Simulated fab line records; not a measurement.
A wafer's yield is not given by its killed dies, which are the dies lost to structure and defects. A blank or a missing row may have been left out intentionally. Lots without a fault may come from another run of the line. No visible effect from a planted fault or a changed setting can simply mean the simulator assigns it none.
Which tool did it? :: flow berkeley cmos170 :: 42 wafers from 14 lots sampled at 4 of the route's 331 steps

## WHAT THE GAUGES READ, wafer by wafer
UCB170_START_THK_MEAS_03. Usual: for START_OXIDE_THK the level is 20.1 nm and the standard deviation is 0.32.
lot: L298
measured: day 1 14:41
on: film metro-01
START_OXIDE_THK (nm): 20.1 20.2 20.1
flag: 

lot: L299
measured: day 1 20:29
on: film metro-02
START_OXIDE_THK (nm): 19.8 19.4 19.9
flag: 

lot: L300
measured: day 2 05:37
on: film metro-04
START_OXIDE_THK (nm): 19.8 20.4 19.8
flag: 

lot: L301
measured: day 2 05:37
on: film metro-01
START_OXIDE_THK (nm): 20.8 20.5 20.6
flag: 

lot: L302
measured: day 2 14:24
on: film metro-02
START_OXIDE_THK (nm): 20.3 20.2 20.1
flag: 

lot: L304
measured: day 2 23:40
on: film metro-01
START_OXIDE_THK (nm): 20.4 20.3 20.1
flag: 

lot: L306
measured: day 3 05:43
on: film metro-02
START_OXIDE_THK (nm): 20.1 20.1 20.1
flag: 

lot: L309
measured: day 3 23:52
on: film metro-02
START_OXIDE_THK (nm): 20.3 20.3 20.5
flag: 

lot: L310
measured: day 3 23:53
on: film metro-01
START_OXIDE_THK (nm): 20.0 20.5 20.4
flag: 

lot: L311
measured: day 4 06:41
on: film metro-01
START_OXIDE_THK (nm): 19.9 20.1 20.3
flag: 

lot: L312
measured: day 4 10:55
on: film metro-01
START_OXIDE_THK (nm): 19.4 19.6 19.4
flag: 

lot: L317
measured: day 5 12:32
on: film metro-01
START_OXIDE_THK (nm): 19.7 19.8 19.6
flag: 

lot: L318
measured: day 5 18:55
on: film metro-02
START_OXIDE_THK (nm): 20.0 19.9 20.1
flag: 

lot: L319
measured: day 6 01:36
on: film metro-02
START_OXIDE_THK (nm): 20.0 20.2 19.6
flag: 

UCB170_SCREENOX_THK_MEAS_02. Usual: for SCREENOX_OXIDE_THK the level is 14.36 nm and the standard deviation is 0.25.
lot: L298
measured: day 6 05:53
on: film metro-04
SCREENOX_OXIDE_THK (nm): 13.86 13.50 13.64
flag: 

lot: L299
measured: day 6 21:52
on: film metro-02
SCREENOX_OXIDE_THK (nm): 14.53 14.69 14.29
flag: 

lot: L300
measured: day 6 16:14
on: film metro-01
SCREENOX_OXIDE_THK (nm): 14.35 14.20 14.56
flag: 

lot: L301
measured: day 6 16:14
on: film metro-04
SCREENOX_OXIDE_THK (nm): 14.37 14.32 14.31
flag: 

lot: L302
measured: day 6 21:52
on: film metro-04
SCREENOX_OXIDE_THK (nm): 14.16 14.38 14.35
flag: 

lot: L304
measured: day 6 21:53
on: film metro-01
SCREENOX_OXIDE_THK (nm): 14.07 14.19 14.27
flag: 

lot: L306
measured: day 8 08:16
on: film metro-01
SCREENOX_OXIDE_THK (nm): 14.78 14.42 14.66
flag: 

lot: L309
measured: day 8 18:39
on: film metro-04
SCREENOX_OXIDE_THK (nm): 14.43 14.21 14.42
flag: 

lot: L310
measured: day 8 18:47
on: film metro-01
SCREENOX_OXIDE_THK (nm): 14.68 14.54 14.22
flag: 

lot: L311
measured: day 8 18:42
on: film metro-04
SCREENOX_OXIDE_THK (nm): 14.32 14.67 14.38
flag: 

lot: L312
measured: day 8 18:47
on: film metro-04
SCREENOX_OXIDE_THK (nm): 14.43 14.36 14.40
flag: 

lot: L317
measured: day 10 13:20
on: film metro-01
SCREENOX_OXIDE_THK (nm): 14.48 14.62 14.39
flag: 

lot: L318
measured: day 10 21:49
on: film metro-02
SCREENOX_OXIDE_THK (nm): 14.42 14.35 14.18
flag: 

lot: L319
measured: day 11 05:13
on: film metro-02
SCREENOX_OXIDE_THK (nm): 14.31 14.28 14.35
flag: 

## WHAT TOOL EACH LOT RAN ON (gives the tool, then ch and the chambers of the sampled wafers, and finally the start)
lot: L298
UCB170_NWELL_SOFTBAKE_08: litho track-04 ch 0, day 2 12:25
UCB170_NWELL_ETCH_13: rie diel-01 ch 1,3, day 2 13:18

lot: L299
UCB170_NWELL_SOFTBAKE_08: litho track-02 ch 0, day 3 02:34
UCB170_NWELL_ETCH_13: rie diel-01 ch 0,1, day 3 04:00

lot: L300
UCB170_NWELL_SOFTBAKE_08: litho track-04 ch 0, day 3 02:53
UCB170_NWELL_ETCH_13: rie diel-03 ch 1,2,3, day 3 04:17

lot: L301
UCB170_NWELL_SOFTBAKE_08: litho track-03 ch 0, day 3 02:59
UCB170_NWELL_ETCH_13: rie diel-01 ch 1,2,3, day 3 04:33

lot: L302
UCB170_NWELL_SOFTBAKE_08: litho track-03 ch 0, day 3 09:57
UCB170_NWELL_ETCH_13: rie diel-01 ch 0,1,3, day 3 11:42

lot: L304
UCB170_NWELL_SOFTBAKE_08: litho track-02 ch 0, day 3 21:49
UCB170_NWELL_ETCH_13: rie diel-01 ch 0,1,3, day 3 22:24

lot: L306
UCB170_NWELL_SOFTBAKE_08: litho track-04 ch 0, day 4 04:46
UCB170_NWELL_ETCH_13: rie diel-03 ch 1,2, day 4 07:35

lot: L309
UCB170_NWELL_SOFTBAKE_08: litho track-04 ch 0, day 4 19:23
UCB170_NWELL_ETCH_13: rie diel-03 ch 0,1,3, day 4 20:53

lot: L310
UCB170_NWELL_SOFTBAKE_08: litho track-02 ch 0, day 4 19:25
UCB170_NWELL_ETCH_13: rie diel-04 ch 0,1,3, day 4 21:01

lot: L311
UCB170_NWELL_SOFTBAKE_08: litho track-03 ch 0, day 4 19:15
UCB170_NWELL_ETCH_13: rie diel-04 ch 0,3, day 4 20:37

lot: L312
UCB170_NWELL_SOFTBAKE_08: litho track-03 ch 0, day 5 02:40
UCB170_NWELL_ETCH_13: rie diel-04 ch 0,3, day 5 03:19

lot: L317
UCB170_NWELL_SOFTBAKE_08: litho track-02 ch 0, day 6 09:27
UCB170_NWELL_ETCH_13: rie diel-04 ch 1,3, day 6 09:59

lot: L318
UCB170_NWELL_SOFTBAKE_08: litho track-04 ch 0, day 6 19:05
UCB170_NWELL_ETCH_13: rie diel-03 ch 0,2,3, day 6 19:40

lot: L319
UCB170_NWELL_SOFTBAKE_08: litho track-02 ch 0, day 7 02:41
UCB170_NWELL_ETCH_13: rie diel-01 ch 0,3, day 7 03:37
- UCB170_NWELL_SOFTBAKE_08: time 60 s.
- UCB170_NWELL_ETCH_13: etches Si3N4 in CH3F/Ar/O2, stops on SiO2, target depth 246.4 nm, time 154 s.

## WHAT THE TOOLS THEMSELVES READ (means of the sampled wafers that have a number; where no wafer has one, the mark that the record gives instead)
UCB170_NWELL_SOFTBAKE_08. Usual: run length s reads 89.12 s (standard deviation 0.3).
lot: L298
tool: litho track-04
run length s (s): 89.46
flag: 

lot: L299
tool: litho track-02
run length s (s): 88.86
flag: 

lot: L300
tool: litho track-04
run length s (s): 89.51
flag: 

lot: L301
tool: litho track-03
run length s (s): 88.82
flag: 

lot: L302
tool: litho track-03
run length s (s): 88.90
flag: 

lot: L304
tool: litho track-02
run length s (s): 88.87
flag: 

lot: L306
tool: litho track-04
run length s (s): 89.43
flag: 

lot: L309
tool: litho track-04
run length s (s): 89.45
flag: 

lot: L310
tool: litho track-02
run length s (s): 88.90
flag: 

lot: L311
tool: litho track-03
run length s (s): 93.59
flag: OFF

lot: L312
tool: litho track-03
run length s (s): 93.64
flag: OFF

lot: L317
tool: litho track-02
run length s (s): 88.82
flag: 

lot: L318
tool: litho track-04
run length s (s): 89.45
flag: 

lot: L319
tool: litho track-02
run length s (s): 89.00
flag: 

UCB170_NWELL_ETCH_13. Usual: drypump motor current A 5.8 A, standard deviation 0.43; oes product au 0.937 a.u., standard deviation 0.014; throttle valve pct 8.03 %, standard deviation 0.12.
lot: L298
tool: rie diel-01
drypump motor current A (A): 5.9
oes product au (a.u.): 0.928
throttle valve pct (%): 7.89
flag: 

lot: L299
tool: rie diel-01
drypump motor current A (A): 5.5
oes product au (a.u.): 0.948
throttle valve pct (%): 8.01
flag: 

lot: L300
tool: rie diel-03
drypump motor current A (A): 6.1
oes product au (a.u.): 0.930
throttle valve pct (%): 8.00
flag: 

lot: L301
tool: rie diel-01
drypump motor current A (A): 6.0
oes product au (a.u.): 0.933
throttle valve pct (%): 7.93
flag: 

lot: L302
tool: rie diel-01
drypump motor current A (A): 5.7
oes product au (a.u.): 0.935
throttle valve pct (%): 7.95
flag: 

lot: L304
tool: rie diel-01
drypump motor current A (A): 5.7
oes product au (a.u.): 0.936
throttle valve pct (%): 7.95
flag: 

lot: L306
tool: rie diel-03
drypump motor current A (A): 6.4
oes product au (a.u.): 0.942
throttle valve pct (%): 8.07
flag: 

lot: L309
tool: rie diel-03
drypump motor current A (A): 6.0
oes product au (a.u.): 0.942
throttle valve pct (%): 7.95
flag: 

lot: L310
tool: rie diel-04
drypump motor current A (A): 5.7
oes product au (a.u.): 0.939
throttle valve pct (%): 8.09
flag: 

lot: L311
tool: rie diel-04
drypump motor current A (A): 5.7
oes product au (a.u.): 0.940
throttle valve pct (%): 7.99
flag: 

lot: L312
tool: rie diel-04
drypump motor current A (A): 6.1
oes product au (a.u.): 0.939
throttle valve pct (%): 8.06
flag: 

lot: L317
tool: rie diel-04
drypump motor current A (A): 5.6
oes product au (a.u.): 0.934
throttle valve pct (%): 8.20
flag: 

lot: L318
tool: rie diel-03
drypump motor current A (A): 5.9
oes product au (a.u.): 0.946
throttle valve pct (%): 7.96
flag: 

lot: L319
tool: rie diel-01
drypump motor current A (A): 5.6
oes product au (a.u.): 0.938
throttle valve pct (%): 7.94
flag: 

## THE ANSWER, worked out from the rows above alone
Rule: a lot is off if the mean of its wafers that have a number lies more than 3 standard deviations from the usual mean. Also off: a lot with no number at a reading for which 4 or more lots have one. Where the step has rows for the other lots, those lots are counted as sound. The gauges are gone through in route order, then the tools' own readings, and for those a lot's mean is taken as printed above. The first step at which some lot is off is used, and at that step the reading that is off furthest; a lot without a number counts as furthest.
Off: L311, L312, at UCB170_NWELL_SOFTBAKE_08 (run length s).
If a tool, at that step or one of the process steps before it, ran each lot that is off and ran no sound lot following the first of them, it fits. One fits: litho track-03 at UCB170_NWELL_SOFTBAKE_08. Its last sound lot is L302 (day 3 09:57), its first lot that is off L311 (day 4 19:15): a fault that began between those two fits.
On the lots that are off, the tool's own readings at UCB170_NWELL_SOFTBAKE_08 differ by more than 5 times the standard deviation of the sound lots' means, which bears it out; run length s reads 93.62 s there versus 89.12 s on the sound lots.

## WHAT THE SIMULATOR HAD PUT IN
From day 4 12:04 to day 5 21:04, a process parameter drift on litho track-03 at UCB170_NWELL_SOFTBAKE_08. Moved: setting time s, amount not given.
Shown lots that were struck: L311, L312. The rule above reached the same finding.
